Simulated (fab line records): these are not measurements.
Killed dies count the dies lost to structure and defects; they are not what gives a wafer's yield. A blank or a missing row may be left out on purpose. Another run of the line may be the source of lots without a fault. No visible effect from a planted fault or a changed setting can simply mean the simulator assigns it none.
Chamber matching :: flow berkeley-cmos170 :: UCB170_START_CLEAN_01 on wet-bench-03: 4 sister chambers
The step cleans in dHF, time 60 s. 16 wafers are shown with their chamber, then 8 later ones without.

== WAFERS PAIRED WITH THEIR CHAMBERS ==
wafer: L420.2
chamber: 3
run-length-s (s): 86

wafer: L420.3
chamber: 3
run-length-s (s): 86

wafer: L420.6
chamber: 3
run-length-s (s): 86

wafer: L425.1
chamber: 3
run-length-s (s): 85

wafer: L425.3
chamber: 3
run-length-s (s): 85

wafer: L425.6
chamber: 3
run-length-s (s): 85

wafer: L426.3
chamber: 2
run-length-s (s): 93

wafer: L426.4
chamber: 2
run-length-s (s): 93

wafer: L426.5
chamber: 2
run-length-s (s): 93

wafer: L430.3
chamber: 3
run-length-s (s): 92

wafer: L430.5
chamber: 3
run-length-s (s): 92

wafer: L430.6
chamber: 3
run-length-s (s): 92

wafer: L431.3
chamber: 1
run-length-s (s): 94

wafer: L431.5
chamber: 1
run-length-s (s): 94

wafer: L431.6
chamber: 1
run-length-s (s): 94

wafer: L434.1
chamber: 0
run-length-s (s): 91

SIGNATURES (means of the wafers above)
reading: run-length-s
chamber 0: 91.00
chamber 1: 94.00
chamber 2: 93.00
chamber 3: 87.67
scatter within a chamber: 2.68
Rule: for each reading, subtract the chamber's mean from the wafer's reading, divide by that reading's scatter and square the result; add these up over the readings and take the root, which gives the wafer's distance from the chamber. If the next closest chamber is less than 2 further off than the closest, the wafer can't be placed; otherwise it belongs to the closest. The scatter is the square root of a quotient: the sum, over the shown wafers, of each reading's squared deviation from its chamber's mean, divided by wafers minus chambers.

== WAFERS WITH NO CHAMBER GIVEN ==
wafer: L434.2
run-length-s (s): 91

wafer: L434.4
run-length-s (s): 91

wafer: L437.1
run-length-s (s): 86

wafer: L437.2
run-length-s (s): 86

wafer: L437.3
run-length-s (s): 86

wafer: L438.3
run-length-s (s): 87

wafer: L438.4
run-length-s (s): 87

wafer: L438.5
run-length-s (s): 87

== CHAMBER TAKEN BY EACH ==
wafer: L434.2
from the rows above: can't be placed: 0 or 2 or 1 or 3
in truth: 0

wafer: L434.4
from the rows above: can't be placed: 0 or 2 or 1 or 3
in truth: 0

wafer: L437.1
from the rows above: can't be placed: 3 or 0 or 2
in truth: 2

wafer: L437.2
from the rows above: can't be placed: 3 or 0 or 2
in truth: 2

wafer: L437.3
from the rows above: can't be placed: 3 or 0 or 2
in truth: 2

wafer: L438.3
from the rows above: can't be placed: 3 or 0 or 2
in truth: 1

wafer: L438.4
from the rows above: can't be placed: 3 or 0 or 2
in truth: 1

wafer: L438.5
from the rows above: can't be placed: 3 or 0 or 2
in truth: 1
Placed correctly: 0 of 8. These rows do not allow placing 8 (true chamber among the candidates in 5). Wrongly placed: 0.
